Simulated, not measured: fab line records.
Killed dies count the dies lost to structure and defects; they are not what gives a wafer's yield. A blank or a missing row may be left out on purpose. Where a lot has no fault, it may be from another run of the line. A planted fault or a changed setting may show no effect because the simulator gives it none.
What tool caused it?	flow rit cmos	Sampling: 7 lots, 21 wafers, 2 of 202 route steps

== WHAT THE GAUGES READ, wafer by wafer ==
RIT_NRETRO_TW_MEAS_10.
lot	measured	on	NRETRO_TW
L646	day 2 10:56	film metro-04	1046 1053 1046
L649	day 3 02:02	film metro-03	1052 1047 1048
L651	day 3 11:44	film metro-04	1283 1290 1289 1289 1290 1288
L653	day 3 22:28	film metro-02	1046 1040 1036
L662	day 5 20:37	film metro-04	1041 1042 1040
L664	day 6 06:15	film metro-04	1036 1038 1043
L668	day 7 02:06	film metro-04	1038 1038 1032

== WHICH TOOL RAN EACH LOT (tool, then ch and the chambers of the sampled wafers, then the start) ==
lot	RIT_NRETRO_IMPLANT_08
L646	implanter-02 ch 0, day 2 10:40
L649	implanter-04 ch 0, day 3 01:42
L651	implanter-04 ch 0, day 3 11:07
L653	implanter-04 ch 0, day 3 22:11
L662	implanter-04 ch 0, day 5 20:17
L664	implanter-04 ch 0, day 6 05:58
L668	implanter-04 ch 0, day 7 01:47
- RIT_NRETRO_IMPLANT_08

== THE ANSWER, worked out from the rows above alone ==
Rule: usual is defined by the lots themselves. Put in order of their means at a reading, lots are off if they are a third of the lots or fewer, leave a main group of 4 or more, and stand apart from it by a gap of 3 or more times the standard deviation of the main group's means; of several such gaps the widest counts. A main group whose means are all the same, to the digits that the tables above print for the reading, isn't used. A lot without any number at a reading at which 4 lots or more have one is off too. The other lots that the step has rows for count as sound.
Off: L651, seen at RIT_NRETRO_TW_MEAS_10 (NRETRO_TW). The main group has a mean of 1042 with a standard deviation of 4.8.
A tool fits if, at a process step before that reading, it ran every lot that is off, and no sound lot after the first of them. The gauges at RIT_NRETRO_TW_MEAS_10 are tried like those tools. Not one of the candidates tried fits.

== WHAT THE SIMULATOR HAD PUT IN ==
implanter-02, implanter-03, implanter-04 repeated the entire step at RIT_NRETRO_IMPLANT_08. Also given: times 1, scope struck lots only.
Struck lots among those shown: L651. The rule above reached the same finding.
